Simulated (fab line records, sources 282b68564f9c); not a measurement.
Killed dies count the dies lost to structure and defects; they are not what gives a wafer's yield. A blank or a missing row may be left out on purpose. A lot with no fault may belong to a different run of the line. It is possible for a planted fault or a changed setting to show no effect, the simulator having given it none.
A lot that was struck, set against a sound lot ; flow rit_cmos ; 44 steps out of a route of 202
Sound: the wafers L690.2, L690.3, L690.5. Wafers struck: L709.1, L709.4, L709.6. The cause is given at the end.
Order at every step that has rows: each side's tool, ch and its chambers, its first start. Under that, the readings that differ: sound wafers ; struck wafers ; difference of the means ; sigmas: that difference in standard deviations of wafers without a fault.
alike: words and numbers the same on both sides, and readings whose means are apart by under 2 such deviations; not compared: readings that were withheld, readings missing a value for some wafer, numbers with overlapping values and no deviation given by the record, and bounds like >300 which may hide the same value.
A row with sigmas, a row that says differs or no value, or rows on one side alone: a step with any of these is where the two part. Non-overlapping numbers with no deviation appear without sigmas and do not part them. A reading missing from all wafers of one side parts the sides only when that side holds two or more wafers.

first, 2 steps without rows for these wafers: RIT_NLDD_HARDBAKE_07 (time 60 s); RIT_NLDD_IMPLANT_08.
RIT_NLDD_STRIP_09: strips in O2, time 180 s.
  sound on plasma_asher-02 ch 0,1, day 2 23:35; struck on plasma_asher-04 ch 0,1, day 6 17:50
  alike: drypump_motor_current_A
  not compared: rf_hours_counter_h
RIT_NLDD_TW_MEAS_10:
  sound on film_metro-01, day 2 23:46; struck on film_metro-04, day 6 18:01
reading;sound;struck;difference;sigmas
NLDD_TW;2431 2424 2426;2474 2490 2493;+59;+2
then, 6 steps without rows for these wafers: RIT_PLDD_HMDS_00 (prime time 60 s); RIT_PLDD_COAT_01 (resist thk 1000 nm); RIT_PLDD_SOFTBAKE_02 (time 60 s); RIT_PLDD_EXPOSE_03 (exposes mask M8, target cd 40900 nm); RIT_PLDD_PEB_04; RIT_PLDD_DEVELOP_05 (develop time 50 s).
RIT_PLDD_OVL_MEAS_06:
  sound on overlay-02, day 3 00:41; struck on overlay-01, day 6 19:19
  alike: PLDD_OVL
then, 1 step without rows for these wafers: RIT_PLDD_HARDBAKE_07 (time 60 s).
RIT_PLDD_IMPLANT_08:
  sound on implanter-01 ch 0, day 3 00:53; struck on implanter-01 ch 0, day 6 19:31
reading;sound;struck;difference;sigmas
beam_energy_keV;19.997 20.002 20.006;25.993 25.995 25.997;+5.993;+99 or more
model.implant.rp_nm (nm);17.47 17.47 17.47;21.38 21.38 21.38;+3.91;
model.implant.drp_nm (nm);9.752 9.752 9.752;11.73 11.73 11.73;+1.98;
  alike: end_station_pressure_torr
RIT_PLDD_STRIP_09: strips in O2, time 180 s.
  sound on plasma_asher-01 ch 0,1, day 3 01:01; struck on plasma_asher-03 ch 0,1, day 6 19:40
  alike: drypump_motor_current_A
  not compared: rf_hours_counter_h
RIT_PLDD_TW_MEAS_10:
  sound on film_metro-04, day 3 01:12; struck on film_metro-03, day 6 19:50
reading;sound;struck;difference;sigmas
PLDD_TW;2336 2343 2350;2473 2472 2469;+128;+6
then, 4 steps without rows for these wafers: RIT_SPACER_CLEAN_00 (cleans in SC1, time 600 s); RIT_SPACER_CLEAN_01 (cleans in dHF, time 30 s); RIT_SPACER_CLEAN_02 (cleans in SC2, time 600 s); RIT_SPACER_CVD_03 (deposits Si3N4 from SiH2Cl2/NH3, target thk 250 nm, time 3300 s).
RIT_SPACER_THK_MEAS_04:
  sound on film_metro-03, day 3 03:32; struck on film_metro-02, day 6 22:13
  alike: SPACER_NITRIDE_THK
RIT_SPACER_ETCHBACK_05: etches Si3N4 in SF6/CHF3, stops on SiO2, target depth 250 nm, time 240 s.
  sound on rie_diel-04 ch 1,2,3, day 3 03:35; struck on rie_diel-01 ch 0,3, day 6 22:16
  alike: drypump_motor_current_A, oes_product_au, throttle_valve_pct
  not compared: rf_hours_counter_h
then, 6 steps without rows for these wafers: RIT_NSD_HMDS_00 (prime time 60 s); RIT_NSD_COAT_01 (resist thk 1000 nm); RIT_NSD_SOFTBAKE_02 (time 60 s); RIT_NSD_EXPOSE_03 (exposes mask M9, target cd 40700 nm); RIT_NSD_PEB_04; RIT_NSD_DEVELOP_05 (develop time 50 s).
RIT_NSD_OVL_MEAS_06:
  sound on overlay-02, day 3 04:35; struck on overlay-02, day 6 23:24
  alike: NSD_OVL
then, 2 steps without rows for these wafers: RIT_NSD_HARDBAKE_07 (time 60 s); RIT_NSD_IMPLANT_08.
RIT_NSD_STRIP_09: strips in O2, time 180 s.
  sound on plasma_asher-01 ch 0,1, day 3 04:55; struck on plasma_asher-04 ch 1, day 6 23:44
  alike: drypump_motor_current_A
  not compared: rf_hours_counter_h
RIT_NSD_TW_MEAS_10:
  sound on film_metro-03, day 3 05:07; struck on film_metro-04, day 6 23:55
  alike: NSD_TW
then, 6 steps without rows for these wafers: RIT_PSD_HMDS_00 (prime time 60 s); RIT_PSD_COAT_01 (resist thk 1000 nm); RIT_PSD_SOFTBAKE_02 (time 60 s); RIT_PSD_EXPOSE_03 (exposes mask M10, target cd 40900 nm); RIT_PSD_PEB_04; RIT_PSD_DEVELOP_05 (develop time 50 s).
RIT_PSD_OVL_MEAS_06:
  sound on overlay-01, day 3 06:01; struck on overlay-02, day 7 00:49
  alike: PSD_OVL
then, 2 steps without rows for these wafers: RIT_PSD_HARDBAKE_07 (time 60 s); RIT_PSD_IMPLANT_08.
RIT_PSD_STRIP_09: strips in O2, time 180 s.
  sound on plasma_asher-04 ch 0,1, day 3 06:21; struck on plasma_asher-04 ch 0,1, day 7 01:09
  alike: drypump_motor_current_A
  not compared: rf_hours_counter_h
RIT_SDANNEAL_RS_MEAS_06: uses a four-point probe to measure.
  sound on film_metro-03, day 3 07:18; struck on film_metro-01, day 7 02:16
reading;sound;struck;difference;sigmas
PLDD_RS (ohm/sq);178.3 178.7 178.4;163.6 163.5 163.6;-14.9;-28
RIT_M1_PROBE_99:
  sound on prober-02, day 3 14:31; struck on prober-01, day 7 10:08
reading;sound;struck;difference;sigmas
model.etest.pmos_turned.r_on_ohm_um;3445 3552 3550;2943 2984 2997;-541;
model.etest.pmos_0p3.r_on_ohm_um;6337 6340 6417;5953 5950 5884;-436;
model.etest.pmos_0p15.r_on_ohm_um;2772 2831 2783;2457 2470 2476;-328;
model.etest.pldd.rs_ohm_sq;516.4 559.9 551.6;338.1 334.1 336.8;-206.3;
model.etest.pldd.line_ohm_um;164.5 173.5 173.4;105.3 106.3 105.6;-64.7;
model.etest.pmos_turned.drive_ua_um;190.6 178.8 178.9;239.2 233.5 232.8;+52.4;
model.etest.pmos_0p15.drive_ua_um;256.2 249.8 250.9;297.5 291.4 292.2;+41.4;
model.etest.pmos_narrow.drive_ua_um;99.19 100.2 98.12;112.6 110.5 112.8;+12.8;
  alike: killed_at_front_end, killed_dies, killed_open, killed_short

WHERE THEY PART
At RIT_NLDD_TW_MEAS_10 first; at RIT_SDANNEAL_RS_MEAS_06 last (within this record only). Later steps at which nothing parts them and some readings are alike: RIT_M1_PROBE_99.

WHY: whatever the simulator had introduced
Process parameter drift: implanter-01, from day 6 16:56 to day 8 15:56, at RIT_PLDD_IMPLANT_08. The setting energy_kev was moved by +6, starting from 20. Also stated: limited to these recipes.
